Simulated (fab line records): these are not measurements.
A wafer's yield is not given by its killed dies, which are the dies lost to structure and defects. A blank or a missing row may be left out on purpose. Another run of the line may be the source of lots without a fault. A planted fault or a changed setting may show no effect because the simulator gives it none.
The same fault as seen by 2 desks | flow berkeley_cmos170 | every desk sees just its own numbers, and what lay behind them comes last

== AT THE TOOL OWNER'S DESK: furnace-01 ==
The tool's own readings at UCB170_FIELD_OXIDATION_01 (target thk 558.3 nm, ox time 7200 s): means of the sampled wafers that have a number, for each lot that ran on this tool. Marked OUT: a lot whose mean sits more than 4 standard deviations from the usual mean, which makes it out of limits; the brackets give that distance.
Columns: A = ox_temp_c at UCB170_FIELD_OXIDATION_01, usual 1000.0 C; B = spike_tc_centre_C at UCB170_FIELD_OXIDATION_01, usual 1002.1 C; C = zone_power_source_pct at UCB170_FIELD_OXIDATION_01, usual 33 %
lot  | first seen here | A      | B      | C
L109 | day 7 13:43     | 1000.3 | 1000.0 | 37
L110 | day 7 13:43     | 1000.4 | 1001.0 | 37
L111 | day 7 23:55     | 999.6  | 1000.9 | 37
L112 | day 7 23:55     | 1000.2 | 1000.4 | 38
L113 | day 8 19:13     | 1000.1 | 1001.0 | 37
L118 | day 9 18:44     | 999.8  | 1001.2 | 37
L119 | day 9 18:44     | 1000.0 | 1000.6 | 37
This desk found nothing out of limits on any of the 7 lots.

== AT THE METROLOGY DESK ==
What the gauges read for every lot (on any tool): the sampled wafers with a number, averaged. Marked OUT: a lot whose mean sits more than 4 standard deviations from the usual mean, which makes it out of limits; the brackets give that distance.
Columns: A = FIELD_OXIDE_THK at UCB170_FIELD_THK_MEAS_02, usual 557 nm; B = FIELD_OXIDE_LEFT_1_THK at UCB170_FIELD_THK_MEAS_90, usual 440 nm; C = FIELD_OXIDE_LEFT_2_THK at UCB170_FIELD_THK_MEAS_91, usual 352 nm
lot  | first seen here | A             | B             | C
L998 | day 5 01:33     | 562           | 445           | 357
L100 | day 5 21:23     | 562           | 446           | 359
L101 | day 6 09:16     | 559           | 442           | 353
L103 | day 6 20:17     | 548           | 431           | 343
L104 | day 6 20:17     | 556           | 440           | 353
L106 | day 6 20:17     | 556           | 441           | 352
L107 | day 7 03:53     | 558           | 441           | 353
L110 | day 7 16:43     | 547           | 431           | 343
L109 | day 7 16:44     | 545           | 429           | 341
L112 | day 8 02:55     | 572           | 455           | 368
L111 | day 8 02:56     | 546           | 429           | 342
L113 | day 8 22:14     | 558           | 442           | 353
L119 | day 9 21:44     | 335 (-25) OUT | 218 (-25) OUT | 130 (-25) OUT
L118 | day 9 21:45     | 313 (-28) OUT | 196 (-27) OUT | 108 (-27) OUT
This desk reports L118, L119 out of limits; the earliest was L119 at day 9 21:44 (FIELD_OXIDE_THK at UCB170_FIELD_THK_MEAS_02). L998, L100, L101, L103, L104, L106, L107, L110, L109, L112, L111, L113 stayed within limits.

== TAKEN TOGETHER ==
The metrology desk could have raised an alarm at day 9 21:44, on L118, L119.
The desk of the tool owner found nothing out of limits.
Tool owner's desk: L118, L119 on record, inside its limits.
All the named lots went through UCB170_FIELD_OXIDATION_01 on furnace-01.

== WHAT WAS PUT IN BY THE SIMULATOR ==
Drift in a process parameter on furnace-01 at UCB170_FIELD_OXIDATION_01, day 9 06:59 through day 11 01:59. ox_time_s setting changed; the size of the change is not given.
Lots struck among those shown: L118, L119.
Delay in hours, fault start to first out-of-limits reading, per desk: metrology desk 15.
